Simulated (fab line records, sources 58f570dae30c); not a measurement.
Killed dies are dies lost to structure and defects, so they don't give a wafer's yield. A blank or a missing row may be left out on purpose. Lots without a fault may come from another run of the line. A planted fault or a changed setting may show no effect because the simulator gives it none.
fab line records | flow berkeley_cmos170
record lots=14 wafers=42 last_day=12
route steps=331 shown M2@272
lots that met no fault: from a run of the same line without faults
start_h: hours from the record's first day to the start of the lot's first wafer shown | wait_h: hours since the lot's step before | " the same as in the row above | L1.1+2: a row that stands for several wafers | - no value, or no start given | * or withheld: withheld | < > ~ a bound
route shown NAME@n: a module of which the file shows steps, and the number in the route of the first | usual: mean/standard deviation of fault-free wafers | same: alike in all rows | chamber/n: place in a boat | sites: the reading at each site | _std_site: their standard deviation | _edge_site: outer sites' mean less inner sites' | radius_mm: how far each site lies from the wafer's centre | mask NAME#n: copy n | behind: the tool/chamber that last shaped the wafer | hold: why the lot was held/for how many hours/how that ended | device: the transistor (n, p or np) that didn't switch | end of line: the same wafers' tests at the end of the route | a step without rows: its recipe alone | killed: dies lost to structure and defects at the first sort, not the wafer's yield | map: a wafer's dies, x killed, . not, _ none there
set.NAME: the setting as run; set.NAME@STEP: as run at that earlier step | model.NAME: the simulator's own value behind a step, which no gauge read
steps of the route over a sample of lots; a table a step, a row a wafer
services: from which hour (start_h, from the record's first day; less than 0 if before it) a tool's chamber was out of use, for how many hours, and why
## steps
# step UCB170_M2_SPUTTER_01
# recipe material=Al target_thk_nm=900 time_s=120 power_w=6000 chamber_pressure_pa=0.5
# usual cathode_dc_power_W=6000.1/1.1 throttle_valve_pct=30.2/0.57
# columns lot.wafer tool chamber start_h wait_h cathode_dc_power_W throttle_valve_pct
L176.2 pvd_sputter-02 - 157.63 0.0 6000.5 31.2
L176.3 " - " " 6002.8 30.5
L176.4 " - " " 6000.6 29.9
L178.1 pvd_sputter-03 - 172.98 0.0 5999.1 30.9
L178.3 " - " " 6002.0 29.3
L178.5 " - " " 6000.2 29.6
L177.2 pvd_sputter-02 - 173.43 0.0 6000.2 29.7
L177.4 " - " " 6001.9 30.7
L177.6 " - " " 5999.9 31.4
L181.2 pvd_sputter-01 - 189.47 0.0 5999.9 29.9
L181.3 " - " " 6000.3 29.6
L181.6 " - " " 6000.1 30.9
L180.4 pvd_sputter-03 - 190.02 0.0 6000.2 30.1
L180.5 " - " " 5999.2 30.6
L180.6 " - " " 6000.2 30.2
L182.2 pvd_sputter-01 - 194.55 0.0 6000.6 30.0
L182.4 " - " " 6001.6 30.8
L182.6 " - " " 5999.7 30.0
L183.1 pvd_sputter-01 - 199.43 0.0 5999.6 30.9
L183.3 " - " " 6000.8 30.0
L183.5 " - " " 5998.4 30.0
L184.3 pvd_sputter-01 - 207.81 0.0 5999.6 30.1
L184.4 " - " " 6001.8 29.7
L184.5 " - " " 6001.1 30.0
L188.4 pvd_sputter-01 - 218.55 0.0 5999.8 29.6
L188.5 " - " " 5998.8 29.9
L188.6 " - " " 5999.4 30.1
L187.2 pvd_sputter-01 - 219.11 0.0 6000.6 30.6
L187.4 " - " " 5999.4 30.1
L187.5 " - " " 5999.7 29.8
L190.4 pvd_sputter-01 - 236.15 0.0 5998.6 29.7
L190.5 " - " " 6000.8 29.7
L190.6 " - " " 5999.7 30.9
L193.1 pvd_sputter-02 - 236.42 0.0 5996.8 31.2
L193.2 " - " " 6000.3 29.8
L193.3 " - " " 6001.1 30.4
L196.3 pvd_sputter-01 - 261.75 0.0 6001.2 30.8
L196.5 " - " " 5999.5 30.0
L196.6 " - " " 5998.9 29.8
L199.1 pvd_sputter-01 - 268.35 0.0 5999.3 29.7
L199.4 " - " " 5999.6 29.7
L199.6 " - " " 5999.3 30.0
# step UCB170_M2_RS_MEAS_02
# recipe thk_meas_gauge=four-point-probe reads=Al_of_M2_SPUTTER_01
# usual M2_AL_RS=0.0323/0.00033
# columns lot.wafer tool chamber start_h wait_h M2_AL_RS[ohm/sq]
L176.2 film_metro-04 - 157.73 0.1 0.0328
L176.3 " - " " 0.0330
L176.4 " - " " 0.0329
L178.1 film_metro-01 - 173.07 0.1 0.0319
L178.3 " - " " 0.0319
L178.5 " - " " 0.0320
L177.2 film_metro-04 - 173.53 0.1 0.0322
L177.4 " - " " 0.0325
L177.6 " - " " 0.0321
L181.2 film_metro-01 - 189.57 0.1 0.0321
L181.3 " - " " 0.0321
L181.6 " - " " 0.0320
L180.4 film_metro-04 - 190.17 0.1 0.0328
L180.5 " - " " 0.0324
L180.6 " - " " 0.0326
L182.2 film_metro-03 - 194.65 0.1 0.0323
L182.4 " - " " 0.0324
L182.6 " - " " 0.0322
L183.1 film_metro-03 - 199.51 0.0 0.0328
L183.3 " - " " 0.0324
L183.5 " - " " 0.0325
L184.3 film_metro-03 - 207.93 0.1 0.0321
L184.4 " - " " 0.0322
L184.5 " - " " 0.0321
L188.4 film_metro-03 - 218.70 0.1 0.0320
L188.5 " - " " 0.0322
L188.6 " - " " 0.0319
L187.2 film_metro-03 - 219.33 0.2 0.0324
L187.4 " - " " 0.0323
L187.5 " - " " 0.0321
L190.4 film_metro-01 - 236.29 0.1 0.0325
L190.5 " - " " 0.0327
L190.6 " - " " 0.0325
L193.1 film_metro-03 - 236.51 0.0 0.0321
L193.2 " - " " 0.0323
L193.3 " - " " 0.0320
L196.3 film_metro-04 - 261.87 0.1 0.0964
L196.5 " - " " 0.0932
L196.6 " - " " 0.0970
L199.1 film_metro-04 - 268.43 0.0 0.0983
L199.4 " - " " 0.1007
L199.6 " - " " 0.1007
# step UCB170_M2_THK_MEAS_03
# recipe thk_meas_gauge=xrf reads=Al_of_M2_SPUTTER_01
# usual M2_AL_THK=903/10
# columns lot.wafer tool chamber start_h wait_h M2_AL_THK[nm]
L176.2 film_metro-04 - 157.84 0.1 883
L176.3 " - " " 888
L176.4 " - " " 881
L178.1 film_metro-01 - 173.19 0.1 922
L178.3 " - " " 923
L178.5 " - " " 920
L177.2 film_metro-04 - 173.64 0.1 907
L177.4 " - " " 902
L177.6 " - " " 907
L181.2 film_metro-01 - 189.68 0.1 913
L181.3 " - " " 918
L181.6 " - " " 914
L180.4 film_metro-04 - 190.26 0.1 882
L180.5 " - " " 905
L180.6 " - " " 896
L182.2 film_metro-03 - 194.76 0.1 901
L182.4 " - " " 900
L182.6 " - " " 904
L183.1 film_metro-03 - 199.63 0.1 883
L183.3 " - " " 892
L183.5 " - " " 892
L184.3 film_metro-03 - 208.03 0.1 900
L184.4 " - " " 896
L184.5 " - " " 902
L188.4 film_metro-03 - 218.79 0.1 905
L188.5 " - " " 899
L188.6 " - " " 911
L187.2 film_metro-03 - 219.44 0.1 900
L187.4 " - " " 903
L187.5 " - " " 905
L190.4 film_metro-01 - 236.38 0.1 899
L190.5 " - " " 891
L190.6 " - " " 901
L193.1 film_metro-03 - 236.63 0.1 908
L193.2 " - " " 893
L193.3 " - " " 909
L196.3 film_metro-04 - 261.97 0.1 310
L196.5 " - " " 323
L196.6 " - " " 306
L199.1 film_metro-04 - 268.55 0.1 301
L199.4 " - " " 296
L199.6 " - " " 298
# step UCB170_M2_METAL_ETCH_18
# recipe chemistry=Cl2/BCl3 target=Al stop_on=SiO2 pressure_mtorr=12 target_depth_a=11700 over_etch_frac=0.3 time_s=195 icp_w=600 bias_w=120 Cl2_flow_sccm=90 bcl3_flow_sccm=45
# usual drypump_motor_current_A=5.39/0.21 mfc_cl2_sccm=89.99/0.29 oes_product_au=0.858/0.014 throttle_valve_pct=24.37/0.083
# same over_etch_frac=0.3
# columns lot.wafer tool chamber start_h wait_h drypump_motor_current_A mfc_cl2_sccm oes_product_au rf_hours_counter_h throttle_valve_pct
L176.2 rie_metal-03 0 160.72 - 5.43 90.10 0.843 3 24.32
L176.3 " 1 " " 5.48 89.41 0.843 - 24.51
L176.4 " 0 " " 5.40 90.52 0.846 - 24.29
L177.2 rie_metal-02 1 176.46 - 5.48 90.29 0.868 4 24.44
L177.4 " 1 " " 5.45 90.08 0.856 - 24.44
L177.6 " 0 " " 5.11 90.32 0.875 - 24.29
L178.1 rie_metal-03 0 176.66 - 5.40 89.90 0.850 4 24.29
L178.3 " 0 " " 5.38 90.23 0.858 - 24.29
L178.5 " 1 " " 5.50 90.02 0.852 - 24.50
L181.2 rie_metal-03 1 192.52 - 5.45 89.79 0.846 11 24.49
L181.3 " 0 " " 5.41 89.43 0.859 - 24.30
L181.6 " 1 " " 5.47 90.04 0.842 - 24.51
L180.4 rie_metal-02 0 193.06 - 5.11 89.97 0.853 - 24.31
L180.5 " 0 " " 5.11 90.17 0.866 - 24.29
L180.6 " 1 " " 5.48 89.84 0.855 - 24.44
L182.2 rie_metal-03 0 198.24 - 5.42 90.19 0.842 5 24.31
L182.4 " 0 " " 5.39 90.05 0.851 - 24.30
L182.6 " 0 " " 5.37 90.09 0.848 - 24.30
L183.1 rie_metal-02 0 202.24 - 5.10 89.88 0.862 9 24.31
L183.3 " 0 " " 5.08 90.00 0.856 - 24.30
L183.5 " 0 " " 5.08 89.95 0.860 - 24.29
L184.3 rie_metal-03 1 210.19 - 5.52 90.00 0.847 - 24.50
L184.4 " 0 " " 5.40 89.76 0.852 - 24.31
L184.5 " 1 " " 5.48 90.00 0.847 - 24.49
L188.4 rie_metal-02 1 221.21 - 5.46 89.56 0.861 - 24.43
L188.5 " 0 " " 5.09 90.55 0.862 - 24.30
L188.6 " 1 " " 5.48 89.23 0.865 - 24.45
L187.2 rie_metal-02 0 222.07 - 5.07 89.91 0.857 10 24.31
L187.4 " 1 " " 5.45 90.22 0.855 - 24.44
L187.5 " 1 " " 5.47 90.18 0.859 - 24.45
L190.4 rie_metal-02 1 239.47 - 5.46 90.02 0.857 - 24.45
L190.5 " 0 " " 5.10 90.34 0.868 - 24.30
L190.6 " 1 " " 5.47 89.75 0.859 - 24.44
L193.1 rie_metal-03 1 239.67 - 5.50 90.02 0.849 12 24.50
L193.2 " 0 " " 5.40 90.26 0.846 6 24.31
L193.3 " 0 " " 5.38 90.26 0.865 - 24.29
L196.3 rie_metal-03 1 265.02 - 5.48 89.80 0.534 - 24.65
L196.5 " 0 " " 5.40 89.83 0.541 - 24.43
L196.6 " 1 " " 5.48 89.82 0.528 - 24.65
L199.1 rie_metal-02 1 271.52 - 5.46 89.74 0.545 7 24.58
L199.4 " 1 " " 5.41 89.48 0.532 - 24.60
L199.6 " 1 " " 5.45 89.75 0.538 - 24.60
## services
# columns tool chamber start_h hours kind
pvd_sputter-01 - 180.75 0.5 repair
rie_metal-02 1 200.70 4.1 repair
pvd_sputter-02 - 202.37 6.6 repair
pvd_sputter-02 3 209.01 - consumable_replace:kit
pvd_sputter-02 3 209.01 18.0 scheduled_down
pvd_sputter-02 3 209.01 18.0 vent_cycle
rie_metal-02 - 227.57 2.8 pm
pvd_sputter-03 - 234.12 2.9 repair
pvd_sputter-03 - 242.17 2.7 repair
rie_metal-02 0 261.92 5.0 repair
## key
first_sign step=UCB170_M2_RS_MEAS_02 reading=M2_AL_RS direction=up sigmas=99+ usual=0.0323 struck=0.0977
effect step=UCB170_M2_THK_MEAS_03 reading=M2_AL_THK direction=down sigmas=58 usual=903 struck=305
effect step=UCB170_M2_METAL_ETCH_18 reading=oes_product_au direction=down sigmas=23 usual=0.858 struck=0.536
met_at UCB170_M2_SPUTTER_01
struck_lots L196,L199
tester_left_out L199
onset_between 236.15 261.75
also_fits time
earlier_fault kind=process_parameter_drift tool=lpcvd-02 chamber=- onset_h=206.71 steps=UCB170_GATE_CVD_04 channel=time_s offset=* shape=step end_h=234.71 acts_in=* stated=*
fault kind=process_parameter_drift tool=pvd_sputter-01 chamber=- onset_h=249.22 steps=UCB170_M2_SPUTTER_01 channel=target_thk_nm offset=-597.07 shape=step end_h=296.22 acts_in=these_recipes_only stated=900
# tester_left_out: of these lots the tester's yield and bins aren't shown, on N5 and GAA mostly nor the transistor test; their killed dies are dies lost to structure and defects alone, not to doping, threshold or leakage, so they don't give the yield
